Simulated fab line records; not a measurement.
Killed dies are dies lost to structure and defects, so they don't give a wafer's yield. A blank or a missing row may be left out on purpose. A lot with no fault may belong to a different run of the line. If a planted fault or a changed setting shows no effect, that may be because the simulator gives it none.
Lot-split experiment | flow berkeley-cmos170 | route with 331 steps; 5 lots, 23 wafers read

== THE SPLIT ==
At UCB170_ZERO_ETCH_06 (etches SiO2 in CHF3/CF4/Ar, time 12 s), the setting time-s was moved away from the recipe's 12 s on 4 of the 23 wafers read, by +9.4% to +10.3%. For the rest of the wafers, this setting stayed at what the recipe calls for.

The split's own step is where the reading is taken.

== THE READING ==
oes-product-au, in a.u., at UCB170_ZERO_ETCH_06 (etches SiO2 in CHF3/CF4/Ar, time 12 s). Fault-free wafers of this fab line usually give 0.617 a.u., standard deviation 0.0086 a.u.

wafer  | tool, chamber at the split | time-s as run, s | against the recipe | oes-product-au, a.u. | against lot-mates on the recipe
L076.1 | rie-diel-03, 2             | 12               | recipe             | 0.621                | -
L076.2 | rie-diel-03, 3             | 13.13            | +9.4%              | 0.603                | -0.018
L076.3 | rie-diel-03, 1             | 12               | recipe             | 0.627                | -
L076.5 | rie-diel-03, 3             | 13.13            | +9.4%              | 0.604                | -0.017
L076.6 | rie-diel-03, 0             | 12               | recipe             | 0.615                | -
L079.2 | rie-diel-03, 2             | 12               | recipe             | 0.619                | -
L079.3 | rie-diel-03, 0             | 12               | recipe             | 0.612                | -
L079.5 | rie-diel-03, 1             | 12               | recipe             | 0.623                | -
L080.1 | rie-diel-04, 2             | 12               | recipe             | 0.627                | -
L080.2 | rie-diel-04, 1             | 13.23            | +10.3%             | 0.583                | -0.040
L080.3 | rie-diel-04, 3             | 12               | recipe             | 0.621                | -
L080.5 | rie-diel-04, 1             | 13.23            | +10.3%             | 0.587                | -0.036
L080.6 | rie-diel-04, 2             | 12               | recipe             | 0.620                | -
L082.1 | rie-diel-03, 1             | 12               | recipe             | 0.628                | -
L082.2 | rie-diel-03, 3             | 12               | recipe             | 0.613                | -
L082.3 | rie-diel-03, 2             | 12               | recipe             | 0.622                | -
L082.4 | rie-diel-03, 0             | 12               | recipe             | 0.609                | -
L082.5 | rie-diel-03, 3             | 12               | recipe             | 0.612                | -
L084.2 | rie-diel-02, 3             | 12               | recipe             | 0.624                | -
L084.3 | rie-diel-02, 1             | 12               | recipe             | 0.617                | -
L084.4 | rie-diel-02, 2             | 12               | recipe             | 0.614                | -
L084.5 | rie-diel-02, 1             | 12               | recipe             | 0.614                | -
L084.6 | rie-diel-02, 0             | 12               | recipe             | 0.617                | -

FIT RESULTS
A straight line over all 23 wafers: oes-product-au changes by -0.00253 a.u. for each +1% of time-s; r = -0.84; the points scatter about the line by 0.0064 a.u.
The same after taking each lot's own level away (the mean of its wafers on the recipe; 23 wafers): -0.00285 a.u. for each +1%; r = -0.87; scatter 0.0062 a.u.
According to that fit, moving time-s by its largest amount changes the reading by 0.029 a.u.
From 0.6168 to 0.6227 a.u.: that is the span of the lots' own levels, equal to 0.7 times the standard deviation above.
In other words, the slope is changed by the lot-to-lot level; the two fits disagree.
Check: for one of the wafers moved furthest among these (+10.3%), held out of the fit, the line's prediction against its lot-mates is -0.0252 a.u. Against them it came out at -0.0397 a.u.
Tool readings at the split's step, against how far the setting was moved: oes-product-au r = -0.84.

== THE FILE'S OWN FIT ==
oes-product-au changes by -0.00285 a.u. for each +1% of time-s, r = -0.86.
